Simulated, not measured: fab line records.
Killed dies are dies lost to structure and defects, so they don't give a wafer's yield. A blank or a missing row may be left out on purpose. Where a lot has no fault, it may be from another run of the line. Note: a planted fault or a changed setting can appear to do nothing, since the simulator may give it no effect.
2 desks looking at one fault / flow ritCmos / each desk has only its own numbers; what lay behind them comes last

== METROLOGY DESK ==
Means of the sampled wafers that have a number, per lot and without regard to the tool the lot ran on: this is what the gauges read. Marked OUT: a lot whose mean sits more than 4 standard deviations from the usual mean, which makes it out of limits; the brackets give that distance.
Columns: A = PWELL_OVL at RIT_PWELL_OVL_MEAS_06, usual -0.1 nm; B = PWELL_TW at RIT_PWELL_TW_MEAS_10, usual 949; C = NWELL_RS at RIT_WELLDRIVE_RS_MEAS_01, usual 275.8 ohm/sq; D = PWELL_RS at RIT_WELLDRIVE_RS_MEAS_02, usual 430.4 ohm/sq; E = NRETRO_OVL at RIT_NRETRO_OVL_MEAS_06, usual 0.5 nm
lot=L666; first seen here=day 3 10:08; A=-0.8; B=940; C=277.6; D=432.5; E=0.0
lot=L671; first seen here=day 4 12:05; A=-0.0; B=957; C=276.6; D=430.3; E=1.8
lot=L679; first seen here=day 5 22:56; A=1.0; B=942; C=276.0; D=432.2; E=3.3
lot=L680; first seen here=day 6 02:55; A=-1.3; B=952; C=275.8; D=430.6; E=0.7
lot=L682; first seen here=day 6 14:01; A=0.5; B=946; C=276.0; D=430.0; E=-0.0
lot=L683; first seen here=day 6 20:50; A=1.5; B=954; C=275.5; D=429.5; E=1.6
This desk found nothing out of limits on any of the 6 lots.

== FOR THE TOOL OWNER'S DESK: lithoTrack-04 ==
Per lot that ran on this tool, the mean of the sampled wafers carrying a number, from the tool's own readings at RIT_NRETRO_SOFTBAKE_02 (time 60 s). Marked OUT: a lot whose mean sits more than 4 standard deviations from the usual mean, which makes it out of limits; the brackets give that distance.
Columns: A = chillPlateTempC at RIT_NRETRO_SOFTBAKE_02, usual 22.99 C; B = heaterPowerTotalW at RIT_NRETRO_SOFTBAKE_02, usual 34.56 W; C = plateTempC at RIT_NRETRO_SOFTBAKE_02, usual 90.00 C
lot=L671; first seen here=day 4 18:54; A=23.13; B=34.59; C=90.00
lot=L680; first seen here=day 6 10:22; A=22.95; B=33.20 (-27) OUT; C=87.31 (-22) OUT
lot=L683; first seen here=day 7 03:07; A=22.93; B=33.19 (-27) OUT; C=87.37 (-22) OUT
This desk's verdict: out of limits on L680, L683, starting with L680 at day 6 10:22 (heaterPowerTotalW at RIT_NRETRO_SOFTBAKE_02). L671 stayed within limits.

== TAKEN TOGETHER ==
The tool owner's desk could have raised an alarm at day 6 10:22, on L680, L683.
Nothing out of limits was seen by the metrology desk.
The metrology desk holds a record of L680, L683, inside its limits.
The lots listed all ran RIT_NRETRO_SOFTBAKE_02 on lithoTrack-04.

== WHAT THE SIMULATOR HAD PUT IN ==
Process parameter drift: lithoTrack-04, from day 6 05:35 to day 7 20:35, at RIT_NRETRO_SOFTBAKE_02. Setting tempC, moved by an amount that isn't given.
Lots struck among those shown: L680, L683.
Hours from the fault's start to each desk's first reading out of limits: the tool owner's desk, 5.
